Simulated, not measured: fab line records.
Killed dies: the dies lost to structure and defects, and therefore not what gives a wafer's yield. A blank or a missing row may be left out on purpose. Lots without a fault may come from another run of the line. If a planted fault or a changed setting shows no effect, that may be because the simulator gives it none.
What tool caused it? | flow berkeleyCmos170 | route of 331 steps, sampled at 1 step: 14 lots, 42 wafers

## WHAT THE GAUGES SHOWED, per wafer
The record holds no reading of a measuring or inspecting step that can be judged against a usual standard deviation.

## TOOL THAT RAN EACH LOT (tool first, then ch and the chambers of the sampled wafers, then the start)
lot  | UCB170_ZERO_HMDS_00
L310 | lithoTrack-04 ch 0, day 1 21:23
L311 | lithoTrack-02 ch 0, day 2 02:59
L312 | lithoTrack-02 ch 0, day 2 07:25
L314 | lithoTrack-01 ch 0, day 2 18:04
L315 | lithoTrack-02 ch 0, day 2 21:43
L316 | lithoTrack-04 ch 0, day 3 03:19
L317 | lithoTrack-04 ch 0, day 3 09:23
L318 | lithoTrack-01 ch 0, day 3 09:23
L320 | lithoTrack-04 ch 0, day 4 04:57
L321 | lithoTrack-02 ch 0, day 4 04:58
L323 | lithoTrack-04 ch 0, day 4 10:47
L328 | lithoTrack-01 ch 0, day 5 16:35
L329 | lithoTrack-02 ch 0, day 5 16:47
L331 | lithoTrack-02 ch 0, day 6 06:12
- UCB170_ZERO_HMDS_00: prime time 60 s.

## WHAT THE TOOLS THEMSELVES READ (means of the sampled wafers that have a number; where no wafer has one, the mark that the record gives instead)
UCB170_ZERO_HMDS_00. Usual: 100.02 C for primeTempC, sd 0.13.
lot  | tool          | primeTempC (C) | flag
L310 | lithoTrack-04 | 100.02         | 
L311 | lithoTrack-02 | 100.04         | 
L312 | lithoTrack-02 | 99.85          | 
L314 | lithoTrack-01 | 100.22         | 
L315 | lithoTrack-02 | 100.13         | 
L316 | lithoTrack-04 | 99.94          | 
L317 | lithoTrack-04 | 100.05         | 
L318 | lithoTrack-01 | 100.06         | 
L320 | lithoTrack-04 | 101.62         | OFF
L321 | lithoTrack-02 | 99.98          | 
L323 | lithoTrack-04 | 101.40         | OFF
L328 | lithoTrack-01 | 100.08         | 
L329 | lithoTrack-02 | 99.97          | 
L331 | lithoTrack-02 | 99.95          | 

## THE ANSWER, worked out from the rows above alone
Rule: take the mean of a lot's wafers that have a number; if it is more than 3 standard deviations from the usual mean, the lot is off. Also off: a lot with no number at a reading for which 4 or more lots have one. The other lots that the step has rows for count as sound. The gauges are gone through in route order, then the tools' own readings, and for those a lot's mean is taken as printed above. At the first step where some lot is off, the reading lying furthest off is the one used; lots without a number count as furthest.
Off, at UCB170_ZERO_HMDS_00 on primeTempC: L320, L323.
If a tool, at that step or one of the process steps before it, ran each lot that is off and ran no sound lot following the first of them, it fits. One fits: lithoTrack-04 at UCB170_ZERO_HMDS_00. A fault onset in the window from L317 (day 3 09:23, its last sound lot) to L320 (day 4 04:57, its first lot off) fits.
On the lots that are off, the tool's own readings at UCB170_ZERO_HMDS_00 differ by more than 5 times the standard deviation of the sound lots' means, which bears it out; primeTempC reads 101.51 C there versus 100.02 C on the sound lots.

## WHAT THE SIMULATOR PUT IN
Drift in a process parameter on lithoTrack-04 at UCB170_ZERO_HMDS_00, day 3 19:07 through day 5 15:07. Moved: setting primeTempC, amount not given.
Struck lots among those shown: L320, L323. The rule above found the same.
